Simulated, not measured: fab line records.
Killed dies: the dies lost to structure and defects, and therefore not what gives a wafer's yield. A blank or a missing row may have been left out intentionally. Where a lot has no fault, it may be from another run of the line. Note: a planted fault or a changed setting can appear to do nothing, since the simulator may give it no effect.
fab line records	flow ritCmos
record lots=7	wafers=21	lastDay=6
route steps=202 shown CONTACT@172 M1@184
lots that met no fault: from a run of the same line without faults
startH: hours from the record's opening day to when the first of the lot's shown wafers began	waitH: how many hours have passed since the lot's step before this one	" identical to the entry in the row above	L1.1+2: a row that stands for several wafers	- no value, or no start was given	* or withheld: withheld	< > ~ a bound
route shown NAME@n: NAME is a module with steps in the file, n the number in the route of the first one	usual: mean and standard deviation over wafers with no fault	same: alike in all rows	chamber/n: place in a boat	sites: each site's reading	_std_site: standard deviation across them	_edge_site: outer sites' mean less inner sites'	radiusMm: for every site, how far away it sits from the centre of the wafer	mask NAME#n: copy n	behind: the last tool/chamber to shape the wafer	hold: why the lot went on hold/how many hours it stayed there/how the hold came to an end	device: whichever transistor did not switch (one of n, p or np)	end of line: at the end of the route, the tests of the same wafers	step lacking rows: just its recipe	killed: count of dies lost to structure and defects at first sort (not the wafer's yield)	map: a wafer's dies, marking killed ones x, the rest . and places with no die _
set.NAME: the setting that was run; set.NAME@STEP: the one run at that earlier step	model.NAME: the simulator's own value behind a step, which no gauge read
lots at some steps of the route; a table a step, a row a wafer
services: the hour from which a tool's chamber was out of use, counted from the record's first day as startH (under 0 if before that day), plus the number of hours and why
## steps
# step RIT_CONTACT_SOFTBAKE_04
# recipe resist=NOVOLAK	tempC=90	timeS=60
# step RIT_CONTACT_EXPOSE_05
# recipe maskId=M11	na=0.6	sourceShape=conventional	sigmaOuter=0.5	targetCdNm=1000	doseMj=250
# step RIT_CONTACT_PEB_06
# recipe resist=NOVOLAK	tempC=withheld	timeS=withheld
# step RIT_CONTACT_DEVELOP_07
# recipe resist=NOVOLAK	developTimeS=120	devTempC=23
# step RIT_CONTACT_CD_MEAS_08
# recipe targetCdNm=1000
# usual cdNm=1000.7/2.1
lot.wafer	tool	chamber	startH	waitH	cdNm
L565.2	cdSem-01	-	68.07	-	1001.1
L565.3	"	-	"	"	999.0
L565.6	"	-	"	"	999.2
L567.1	cdSem-01	-	82.28	-	1003.7
L567.5	"	-	"	"	1002.8
L567.6	"	-	"	"	1003.4
L571.1	cdSem-02	-	99.09	-	999.7
L571.2	"	-	"	"	1000.1
L571.4	"	-	"	"	1000.3
L573.1	cdSem-02	-	114.64	-	1000.7
L573.3	"	-	"	"	1002.6
L573.6	"	-	"	"	1002.9
L575.1	cdSem-02	-	121.24	-	1000.6
L575.4	"	-	"	"	1000.3
L575.6	"	-	"	"	1001.9
L578.1	cdSem-01	-	139.00	-	1000.3
L578.3	"	-	"	"	999.8
L578.5	"	-	"	"	1000.6
L581.1	cdSem-02	-	147.59	-	1000.4
L581.2	"	-	"	"	997.6
L581.3	"	-	"	"	999.2
# step RIT_CONTACT_OVL_MEAS_09
# usual CONTACT_OVL=0.5/1.1
lot.wafer	tool	chamber	startH	waitH	CONTACT_OVL[nm]
L565.2	overlay-02	-	68.17	0.1	0.1
L565.3	"	-	"	"	1.4
L565.6	"	-	"	"	-0.2
L567.1	overlay-01	-	82.40	0.1	-0.6
L567.5	"	-	"	"	-0.1
L567.6	"	-	"	"	-0.5
L571.1	overlay-02	-	99.21	0.1	-0.1
L571.2	"	-	"	"	-0.5
L571.4	"	-	"	"	-0.4
L573.1	overlay-01	-	114.76	0.1	1.3
L573.3	"	-	"	"	0.7
L573.6	"	-	"	"	0.5
L575.1	overlay-01	-	121.36	0.1	0.9
L575.4	"	-	"	"	-0.7
L575.6	"	-	"	"	1.4
L578.1	overlay-02	-	139.12	0.1	3.7
L578.3	"	-	"	"	0.2
L578.5	"	-	"	"	0.1
L581.1	overlay-01	-	147.71	0.1	2.5
L581.2	"	-	"	"	1.0
L581.3	"	-	"	"	0.9
# step RIT_CONTACT_HARDBAKE_10
# recipe resist=NOVOLAK	tempC=140	timeS=60
# step RIT_CONTACT_ETCH_11
# recipe targetDepthA=4800	overEtchFrac=0.2	stopOn=TiSi2	chemistry=CHF3/CF4/Ar	target=SiO2	CHF3_flow_sccm=50	cf4FlowSccm=10	Ar_flow_sccm=100	O2_flow_sccm=5	pressureMtorr=100	rfW=207.2	timeS=320
# usual chamberPressureMTorr=100.00/0.085	drypumpMotorCurrentA=5.9/0.42	oesProductAu=0.994/0.019	throttleValvePct=8.86/0.09
lot.wafer	tool	chamber	startH	waitH	chamberPressureMTorr	drypumpMotorCurrentA	oesProductAu	rfHoursCounterH	throttleValvePct
L565.2	rieDiel-02	1	68.35	0.1	99.97	5.6	1.027	98	8.77
L565.3	"	0	"	"	100.11	5.4	1.004	91	8.91
L565.6	"	2	"	"	99.96	5.9	0.988	-	8.96
L567.1	rieDiel-02	1	82.59	0.1	100.08	5.6	1.032	98	8.78
L567.5	"	2	"	"	100.05	5.9	0.989	-	8.96
L567.6	"	1	"	"	99.97	5.6	1.024	-	8.77
L571.1	rieDiel-02	2	99.39	0.1	100.13	5.9	0.987	20	8.94
L571.2	"	1	"	"	99.92	5.6	1.029	99	8.77
L571.4	"	0	"	"	99.97	5.4	1.010	92	8.92
L573.1	rieDiel-03	3	114.95	0.1	99.98	6.4	0.964	20	8.87
L573.3	"	2	"	"	99.99	5.3	0.987	7	8.82
L573.6	"	3	"	"	100.02	6.4	0.966	-	8.87
L575.1	rieDiel-04	3	121.54	0.1	99.98	5.7	0.991	36	8.92
L575.4	"	2	"	"	99.97	6.2	0.995	5	8.79
L575.6	"	1	"	"	100.00	6.4	0.976	-	8.65
L578.1	rieDiel-02	2	139.31	0.1	99.97	6.0	0.975	21	8.95
L578.3	"	3	"	"	99.85	6.3	1.005	39	8.86
L578.5	"	3	"	"	100.06	6.4	1.006	-	8.86
L581.1	rieDiel-04	0	147.89	0.1	99.99	5.6	0.989	52	8.78
L581.2	"	2	"	"	99.86	6.2	0.993	5	8.79
L581.3	"	3	"	"	100.03	5.7	0.994	36	8.90
# step RIT_CONTACT_STRIP_12
# recipe chemistry=O2	timeS=180	resist=NOVOLAK	platenTempC=withheld	powerW=500	pressureMtorr=4000	o2FlowSccm=4000
# usual chamberPressureMTorr=3999/3.3	drypumpMotorCurrentA=5.8/0.59
lot.wafer	tool	chamber	startH	waitH	chamberPressureMTorr	drypumpMotorCurrentA	rfHoursCounterH
L565.2	plasmaAsher-01	0	68.55	0.1	4000	5.2	44
L565.3	"	1	"	"	4001	6.4	-
L565.6	"	0	"	"	4002	5.2	-
L567.1	plasmaAsher-01	1	82.78	0.1	3998	6.5	46
L567.5	"	0	"	"	3998	5.2	-
L567.6	"	1	"	"	4002	6.5	-
L571.1	plasmaAsher-01	0	99.59	0.1	4007	5.2	47
L571.2	"	1	"	"	3999	6.5	47
L571.4	"	1	"	"	3999	6.5	-
L573.1	plasmaAsher-01	1	115.14	0.1	4003	6.5	50
L573.3	"	1	"	"	3999	6.5	-
L573.6	"	1	"	"	3996	6.5	-
L575.1	plasmaAsher-04	1	121.74	0.1	3996	5.8	52
L575.4	"	0	"	"	4004	6.0	-
L575.6	"	0	"	"	4001	6.0	-
L578.1	plasmaAsher-01	1	139.50	0.1	4003	6.5	54
L578.3	"	1	"	"	4001	6.5	-
L578.5	"	1	"	"	4000	6.5	-
L581.1	plasmaAsher-04	0	148.09	0.1	4000	6.0	56
L581.2	"	1	"	"	3998	5.8	56
L581.3	"	0	"	"	4000	6.0	-
# step RIT_CONTACT_CD_MEAS_90
# recipe targetCdNm=1000
# usual cdNm=1001.0/2.2
lot.wafer	tool	chamber	startH	waitH	cdNm
L565.2	cdSem-02	-	68.74	0.1	1001.4
L565.3	"	-	"	"	999.2
L565.6	"	-	"	"	999.0
L567.1	cdSem-01	-	82.96	0.1	1003.6
L567.5	"	-	"	"	1002.5
L567.6	"	-	"	"	1003.3
L571.1	cdSem-02	-	99.76	0.1	999.6
L571.2	"	-	"	"	1000.0
L571.4	"	-	"	"	1000.2
L573.1	cdSem-01	-	115.32	0.1	1001.8
L573.3	"	-	"	"	1002.6
L573.6	"	-	"	"	1003.5
L575.1	cdSem-01	-	121.91	0.1	1000.7
L575.4	"	-	"	"	1000.4
L575.6	"	-	"	"	1001.7
L578.1	cdSem-02	-	139.68	0.1	1000.5
L578.3	"	-	"	"	1000.4
L578.5	"	-	"	"	1001.5
L581.1	cdSem-01	-	148.26	0.1	1000.4
L581.2	"	-	"	"	998.3
L581.3	"	-	"	"	998.9
# step RIT_CONTACT_CLEAN_13
# recipe chemistry=SC1	mix=3:3:50	timeS=600	tempC=75
# step RIT_CONTACT_CLEAN_14
# recipe chemistry=SC2	mix=3:3:50	timeS=600	tempC=75	dry=n2Spin
# step RIT_M1_SPUTTER_00
# recipe material=Al	targetThkNm=400	powerW=2000	chamberPressurePa=0.4	gas=Ar	timeS=500	substrateTempC=25
# usual chamberPressurePa=0.4000/0.00076	throttleValvePct=30.0/0.97
lot.wafer	tool	chamber	startH	waitH	chamberPressurePa	throttleValvePct	model.Al_of_M1_SPUTTER_00.thkNm
L565.2	pvdSputter-02	-	69.19	0.0	0.4007	28.5	410.9
L565.3	"	-	"	"	0.4003	29.8	403.3
L565.6	"	-	"	"	0.4001	30.0	404.5
L567.1	pvdSputter-02	-	83.43	0.0	0.3996	28.6	401.5
L567.5	"	-	"	"	0.3985	28.9	405
L567.6	"	-	"	"	0.3996	30.0	401.3
L571.1	pvdSputter-02	-	100.25	0.0	0.4001	28.7	293.5
L571.2	"	-	"	"	0.3992	29.8	289.9
L571.4	"	-	"	"	0.4010	30.3	285
L573.1	pvdSputter-02	-	115.80	0.0	0.3999	29.8	288.4
L573.3	"	-	"	"	0.4007	28.9	287.8
L573.6	"	-	"	"	0.3999	28.5	284.2
L575.1	pvdSputter-02	-	122.38	0.0	0.4007	28.8	290.4
L575.4	"	-	"	"	0.4006	30.3	283.3
L575.6	"	-	"	"	0.3999	30.3	285.6
L578.1	pvdSputter-04	-	140.15	0.0	0.3996	30.9	394.6
L578.3	"	-	"	"	0.4010	31.2	396.9
L578.5	"	-	"	"	0.4001	30.2	400.9
L581.1	pvdSputter-01	-	148.73	0.0	0.3992	29.5	393.3
L581.2	"	-	"	"	0.4002	31.0	392.2
L581.3	"	-	"	"	0.4009	30.8	394.5
# step RIT_M1_RS_MEAS_01
# recipe thkMeasGauge=four-point-probe	reads=Al_of_M1_SPUTTER_00
# usual M1_AL_RS=0.0737/0.0008
lot.wafer	tool	chamber	startH	waitH	M1_AL_RS[ohm/sq]
L565.2	filmMetro-04	-	69.51	0.2	0.0717
L565.3	"	-	"	"	0.0730
L565.6	"	-	"	"	0.0727
L567.1	filmMetro-02	-	83.72	0.1	0.0734
L567.5	"	-	"	"	0.0727
L567.6	"	-	"	"	0.0731
L571.1	filmMetro-02	-	100.54	0.1	0.1009
L571.2	"	-	"	"	0.1020
L571.4	"	-	"	"	0.1038
L573.1	filmMetro-04	-	116.10	0.1	0.1028
L573.3	"	-	"	"	0.1032
L573.6	"	-	"	"	0.1044
L575.1	filmMetro-02	-	122.68	0.1	0.1020
L575.4	"	-	"	"	0.1048
L575.6	"	-	"	"	0.1038
L578.1	filmMetro-04	-	140.44	0.1	0.0746
L578.3	"	-	"	"	0.0742
L578.5	"	-	"	"	0.0733
L581.1	filmMetro-02	-	149.03	0.1	0.0746
L581.2	"	-	"	"	0.0749
L581.3	"	-	"	"	0.0745
# step RIT_M1_THK_MEAS_02
# recipe thkMeasGauge=xrf	reads=Al_of_M1_SPUTTER_00
# usual M1_AL_THK=399/5
lot.wafer	tool	chamber	startH	waitH	M1_AL_THK[nm]
L565.2	filmMetro-04	-	69.62	0.1	412
L565.3	"	-	"	"	406
L565.6	"	-	"	"	408
L567.1	filmMetro-02	-	83.84	0.1	398
L567.5	"	-	"	"	405
L567.6	"	-	"	"	400
L571.1	filmMetro-02	-	100.66	0.1	292
L571.2	"	-	"	"	288
L571.4	"	-	"	"	284
L573.1	filmMetro-04	-	116.22	0.1	291
L573.3	"	-	"	"	289
L573.6	"	-	"	"	287
L575.1	filmMetro-02	-	122.80	0.1	288
L575.4	"	-	"	"	283
L575.6	"	-	"	"	283
L578.1	filmMetro-04	-	140.56	0.1	398
L578.3	"	-	"	"	397
L578.5	"	-	"	"	404
L581.1	filmMetro-02	-	149.15	0.1	391
L581.2	"	-	"	"	390
L581.3	"	-	"	"	394
# step RIT_M1_HMDS_03
# recipe primeTimeS=60	primeTempC=140
# step RIT_M1_COAT_04
# recipe resist=NOVOLAK	spinRpm=2000	resistThkNm=1300
# step RIT_M1_SOFTBAKE_05
# recipe resist=NOVOLAK	tempC=90	timeS=60
# step RIT_M1_EXPOSE_06
# recipe maskId=M12	na=0.6	sourceShape=conventional	sigmaOuter=0.5	targetCdNm=2600	doseMj=250
# step RIT_M1_PEB_07
# recipe resist=NOVOLAK	tempC=withheld	timeS=withheld
# step RIT_M1_DEVELOP_08
# recipe resist=NOVOLAK	developTimeS=68	devTempC=23
# step RIT_M1_CD_MEAS_09
# recipe targetCdNm=2600
# usual cdNm=2599.3/2.2
lot.wafer	tool	chamber	startH	waitH	cdNm
L565.2	cdSem-01	-	70.75	-	2600.7
L565.3	"	-	"	"	2601.1
L565.6	"	-	"	"	2601.8
L567.1	cdSem-02	-	84.91	-	2597.3
L567.5	"	-	"	"	2599.3
L567.6	"	-	"	"	2599.8
L571.1	cdSem-02	-	101.60	-	2597.9
L571.2	"	-	"	"	2598.8
L571.4	"	-	"	"	2598.5
L573.1	cdSem-02	-	117.18	-	2600.9
L573.3	"	-	"	"	2598.8
L573.6	"	-	"	"	2597.7
L575.1	cdSem-02	-	123.86	-	2597.3
L575.4	"	-	"	"	2598.0
L575.6	"	-	"	"	2598.7
L578.1	cdSem-01	-	141.50	-	2600.1
L578.3	"	-	"	"	2599.0
L578.5	"	-	"	"	2598.7
L581.1	cdSem-01	-	150.09	-	2600.9
L581.2	"	-	"	"	2599.0
L581.3	"	-	"	"	2600.3
# step RIT_M1_OVL_MEAS_10
# usual M1_OVL=1.0/1.7
lot.wafer	tool	chamber	startH	waitH	M1_OVL[nm]
L565.2	overlay-02	-	70.86	0.1	1.5
L565.3	"	-	"	"	-0.8
L565.6	"	-	"	"	-0.6
L567.1	overlay-01	-	85.03	0.1	0.4
L567.5	"	-	"	"	1.3
L567.6	"	-	"	"	-0.6
L571.1	overlay-02	-	101.72	0.1	-0.9
L571.2	"	-	"	"	0.1
L571.4	"	-	"	"	0.2
L573.1	overlay-01	-	117.30	0.1	-0.8
L573.3	"	-	"	"	-1.8
L573.6	"	-	"	"	-1.8
L575.1	overlay-01	-	123.98	0.1	1.1
L575.4	"	-	"	"	1.9
L575.6	"	-	"	"	3.3
L578.1	overlay-02	-	141.62	0.1	2.8
L578.3	"	-	"	"	2.4
L578.5	"	-	"	"	0.8
L581.1	overlay-01	-	150.21	0.1	0.2
L581.2	"	-	"	"	1.8
L581.3	"	-	"	"	1.1
# step RIT_M1_HARDBAKE_11
# recipe resist=NOVOLAK	tempC=140	timeS=120
# step RIT_M1_METAL_ETCH_12
# recipe stopOn=SiO2	chemistry=Cl2/BCl3	target=Al	timeS=165	overEtchFrac=0.5	pressureMtorr=100	targetDepthA=6000	rfW=247.3	Cl2_flow_sccm=60	bcl3FlowSccm=50
# usual chamberPressureMTorr=99.99/0.097	drypumpMotorCurrentA=5.8/0.69	oesProductAu=0.773/0.013	throttleValvePct=8.21/0.1
lot.wafer	tool	chamber	startH	waitH	chamberPressureMTorr	drypumpMotorCurrentA	oesProductAu	rfHoursCounterH	throttleValvePct
L565.2	rieMetal-04	0	71.14	0.2	100.00	5.0	0.775	33	8.05
L565.3	"	1	"	"	99.93	6.6	0.785	-	8.28
L565.6	"	0	"	"	99.83	5.0	0.770	-	8.06
L567.1	rieMetal-01	1	85.31	0.2	100.17	5.0	0.805	3	8.17
L567.5	"	1	"	"	99.96	5.1	0.812	-	8.17
L567.6	"	0	"	"	99.95	6.4	0.790	-	8.13
L571.1	rieMetal-04	1	102.01	0.2	99.98	6.6	0.648	39	8.30
L571.2	"	0	"	"	99.96	4.9	0.645	34	8.07
L571.4	"	1	"	"	99.79	6.6	0.642	-	8.29
L573.1	rieMetal-01	0	117.58	0.2	100.06	6.3	0.666	3	8.15
L573.3	"	0	"	"	99.68	6.3	0.658	-	8.16
L573.6	"	0	"	"	100.03	6.4	0.660	-	8.15
L575.1	rieMetal-03	1	124.27	0.2	99.96	6.6	0.654	4	8.21
L575.4	"	0	"	"	100.10	5.4	0.636	-	8.36
L575.6	"	1	"	"	99.95	6.6	0.647	-	8.18
L578.1	rieMetal-03	0	142.06	0.2	100.05	5.4	0.761	5	8.35
L578.3	"	1	"	"	100.17	6.6	0.767	-	8.19
L578.5	"	1	"	"	99.90	6.5	0.778	-	8.20
L581.1	rieMetal-03	1	150.49	0.2	100.22	6.5	0.768	5	8.19
L581.2	"	0	"	"	99.81	5.4	0.747	6	8.35
L581.3	"	0	"	"	100.02	5.4	0.754	-	8.36
# step RIT_M1_STRIP_13
# recipe chemistry=nmp	resist=NOVOLAK	tempC=80	timeS=600	dry=n2Spin
# step RIT_M1_PROBE_99
# usual defectLimitedYield=97.4/1.2	killedAtFrontEnd=7/3.3	killedDies=7/3.3	killedOpen=3.3/1.9	killedShort=3.6/2.1	sort_bin_3_pad_short=0.1/0.23	sort_bin_5_function=1.5/0.92	sort_bin_6_memory=1.0/0.64	sortNPass=257/3.3	sortYieldPct=97.4/1.2
# same grossDies=264	killed_at_M0_to_M3=0	killed_at_M4_up=0	killedAtBackSide=0	killedAtContacts=0	killedAtOther=0
lot.wafer	tool	chamber	startH	waitH	defectLimitedYield[%]	killedAtFrontEnd	killedDies	killedOpen	killedShort	sort_bin_3_pad_short[%]	sort_bin_5_function[%]	sort_bin_6_memory[%]	sortNPass	sortYieldPct[%]	model.etest.m1.rsOhmSq	model.etest.antennaM1.vtShiftV
L565.2	prober-02	-	73.44	0.1	96.6	9	9	4	5	0.4	2.3	0.8	255	96.6	0.07104	-0.01089
L565.3	prober-02	-	73.49	0.2	98.5	4	4	4	0	0	0.8	0.8	260	98.5	0.0719	-0.007418
L565.6	prober-02	-	73.64	0.2	98.5	4	4	2	2	0	0.8	0.8	260	98.5	0.07203	-0.009153
L567.1	prober-02	-	87.56	0.1	96.2	10	10	5	5	0.4	2.7	0.8	254	96.2	0.07215	-0.006818
L567.5	prober-02	-	87.76	0.2	98.5	4	4	1	3	0.4	0.4	0.8	260	98.5	0.07141	-0.009585
L567.6	prober-02	-	87.81	0.2	98.9	3	3	1	2	0	0.4	0.8	261	98.9	0.07265	-0.01087
L571.1	prober-02	-	104.41	0.1	97.3	7	7	3	4	0.4	0.8	1.5	257	97.3	0.09883	-0.008495
L571.2	prober-02	-	104.46	0.1	95.5	12	12	5	7	0.4	2.3	1.9	252	95.5	0.09983	-0.01625
L571.4	prober-02	-	104.56	0.2	95.1	13	13	7	6	0	2.3	2.7	251	95.1	0.1021	-0.01713
L573.1	prober-02	-	119.85	0.1	97.3	7	7	3	4	0	1.1	1.5	257	97.3	0.1003	-0.01129
L573.3	prober-02	-	119.95	0.2	97.3	7	7	4	3	0.4	1.5	0.8	257	97.3	0.101	-0.01875
L573.6	prober-02	-	120.10	0.2	96.2	10	10	6	4	0	3.0	0.8	254	96.2	0.1018	-0.0175
L575.1	prober-02	-	126.52	0.1	96.2	10	10	6	4	0	2.3	1.5	254	96.2	0.09957	-0.01926
L575.4	prober-02	-	126.67	0.2	96.6	9	9	3	6	0	1.5	1.9	255	96.6	0.1022	-0.01275
L575.6	prober-02	-	126.77	0.2	97.0	8	8	4	4	0.4	2.3	0.4	256	97.0	0.1017	-0.02175
L578.1	prober-01	-	144.35	0.1	98.5	4	4	2	2	0	0.8	0.8	260	98.5	0.07348	-0.0118
L578.3	prober-01	-	144.45	0.2	97.3	7	7	4	3	0.4	1.5	0.8	257	97.3	0.07291	-0.01419
L578.5	prober-01	-	144.55	0.2	97.3	7	7	2	5	0.4	1.1	1.1	257	97.3	0.07196	-0.01528
L581.1	prober-02	-	152.75	0.1	97.0	8	8	3	5	0	1.5	1.5	256	97.0	0.07382	-0.01218
L581.2	prober-02	-	152.80	0.1	98.5	4	4	1	3	0	1.1	0.4	260	98.5	0.07406	-0.01547
L581.3	prober-02	-	152.85	0.2	97.3	7	7	4	3	0.8	1.1	0.8	257	97.3	0.07369	-0.01207
# killed by level:class
L565.2 REOX:geometricParticle:short=2 SILICIDE:geometricParticle:open=2 ACTIVE:geometricParticle:short=1 FOX1:geometricParticle:open=1 FOX2:geometricParticle:open=1 GATE:geometricParticle:short=1 SPACER:geometricParticle:short=1
L565.3 REOX:geometricParticle:open=2 GATE:geometricParticle:open=1 SILICIDE:geometricParticle:open=1
L565.6 FOX2:geometricParticle:open=1 FOX2:geometricParticle:short=1 GATE:geometricParticle:open=1 GATE:geometricParticle:short=1
L567.1 GATE:geometricParticle:short=2 FOX1:geometricParticle:short=1 FOX1:geometricParticle:open=1 FOX2:geometricParticle:open=1 GATE:geometricParticle:open=1 REOX:geometricParticle:short=1 SPACER:geometricParticle:open=1 SPACER:geometricParticle:short=1
L567.5 FOX1:geometricParticle:short=2 GATE:geometricParticle:short=1 SILICIDE:geometricParticle:open=1
L567.6 FOX1:geometricParticle:short=1 GATE:geometricParticle:short=1 SPACER:geometricParticle:open=1
L571.1 GATE:geometricParticle:short=2 FOX2:geometricParticle:open=1 REOX:geometricParticle:short=1 SPACER:geometricParticle:open=1 SPACER:geometricParticle:short=1 SILICIDE:geometricParticle:open=1
L571.2 SPACER:geometricParticle:short=3 FOX2:geometricParticle:short=2 SILICIDE:geometricParticle:open=2 FOX1:geometricParticle:open=1 GATE:geometricParticle:short=1 GATE:geometricParticle:open=1 SPACER:geometricParticle:open=1 SILICIDE:geometricParticle:short=1
L571.4 GATE:geometricParticle:short=3 SILICIDE:geometricParticle:open=3 REOX:geometricParticle:open=2 SILICIDE:geometricParticle:short=2 FOX1:geometricParticle:open=1 FOX2:geometricParticle:short=1 GATE:geometricParticle:open=1
L573.1 GATE:geometricParticle:short=4 FOX1:geometricParticle:open=1 FOX2:geometricParticle:open=1 GATE:geometricParticle:open=1
L573.3 GATE:geometricParticle:open=3 SPACER:geometricParticle:short=2 FOX1:geometricParticle:open=1 GATE:geometricParticle:short=1
L573.6 FOX1:geometricParticle:short=2 GATE:geometricParticle:short=2 SPACER:geometricParticle:open=2 FOX1:geometricParticle:open=1 GATE:geometricParticle:open=1 REOX:geometricParticle:open=1 SILICIDE:geometricParticle:open=1
L575.1 GATE:geometricParticle:open=3 GATE:geometricParticle:short=3 FOX1:geometricParticle:open=2 FOX1:geometricParticle:short=1 SILICIDE:geometricParticle:open=1
L575.4 FOX1:geometricParticle:short=3 FOX1:geometricParticle:open=2 FOX2:geometricParticle:short=1 GATE:geometricParticle:short=1 SPACER:geometricParticle:short=1 SILICIDE:geometricParticle:open=1
L575.6 GATE:geometricParticle:open=3 REOX:geometricParticle:short=3 REOX:geometricParticle:open=1 SILICIDE:geometricParticle:short=1
L578.1 GATE:geometricParticle:short=2 FOX1:geometricParticle:open=1 GATE:geometricParticle:open=1
L578.3 GATE:geometricParticle:open=2 SPACER:geometricParticle:open=2 GATE:geometricParticle:short=1 REOX:geometricParticle:short=1 SPACER:geometricParticle:short=1
L578.5 GATE:geometricParticle:short=3 SPACER:geometricParticle:open=2 FOX2:geometricParticle:short=1 SILICIDE:geometricParticle:short=1
L581.1 GATE:geometricParticle:short=4 GATE:geometricParticle:open=2 REOX:geometricParticle:short=1 SPACER:geometricParticle:open=1
L581.2 GATE:geometricParticle:short=3 GATE:geometricParticle:open=1
L581.3 GATE:geometricParticle:open=2 REOX:geometricParticle:short=2 GATE:geometricParticle:short=1 REOX:geometricParticle:open=1 SPACER:geometricParticle:open=1
## services
tool	chamber	startH	hours	kind
rieDiel-04	2	54.72	5.8	repair
rieMetal-03	1	64.17	4.9	repair
rieDiel-02	3	67.37	15.7	repair
rieDiel-03	1	68.17	6.2	repair
rieDiel-03	0	68.49	5.7	repair
rieMetal-04	1	73.75	20.2	repair
rieDiel-03	-	85.58	0.6	repair
rieDiel-03	2	96.21	16.5	repair
rieDiel-03	1	112.70	-	clean
rieMetal-01	-	112.99	1.4	pm
rieDiel-03	3	121.65	1.3	repair
rieMetal-01	-	124.36	28.1	pm
rieDiel-04	-	126.30	2.6	repair
plasmaAsher-01	-	129.07	1.5	repair
rieMetal-04	-	136.12	20.0	pm
rieMetal-04	0	136.12	20.0	ventCycle
rieMetal-04	1	136.12	20.0	ventCycle
pvdSputter-01	-	138.47	10.1	repair
rieDiel-03	3	139.45	32.5	repair
rieDiel-04	1	146.57	-	clean
rieDiel-04	1	146.57	12.2	scheduledDown
rieDiel-04	1	146.57	12.2	ventCycle
rieDiel-03	-	148.19	2.8	pm
rieDiel-04	-	149.86	0.8	repair
## key
firstSign step=RIT_M1_RS_MEAS_01	reading=M1_AL_RS	direction=up	sigmas=37	usual=0.0737	struck=0.1031
effect step=RIT_M1_THK_MEAS_02	reading=M1_AL_THK	direction=down	sigmas=22	usual=399	struck=287
effect step=RIT_M1_METAL_ETCH_12	reading=oesProductAu	direction=down	sigmas=9.3	usual=0.773	struck=0.651
modelEffect step=RIT_M1_SPUTTER_00	value=Al_of_M1_SPUTTER_00.thkNm	without=400.1	struck=287.6
modelEffect step=RIT_M1_PROBE_99	value=etest.m1.rsOhmSq	without=0.07243	struck=0.1008
metAt RIT_M1_SPUTTER_00
struckWafers L571.1,L571.2,L571.4,L573.1,L573.3,L573.6,L575.1,L575.4,L575.6
onsetBetween 83.43 100.25
fault kind=processParameterDrift	tool=pvdSputter-02	chamber=-	onsetH=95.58	steps=RIT_M1_SPUTTER_00	channel=targetThkNm	offset=-112.54	shape=step	endH=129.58	stated=400
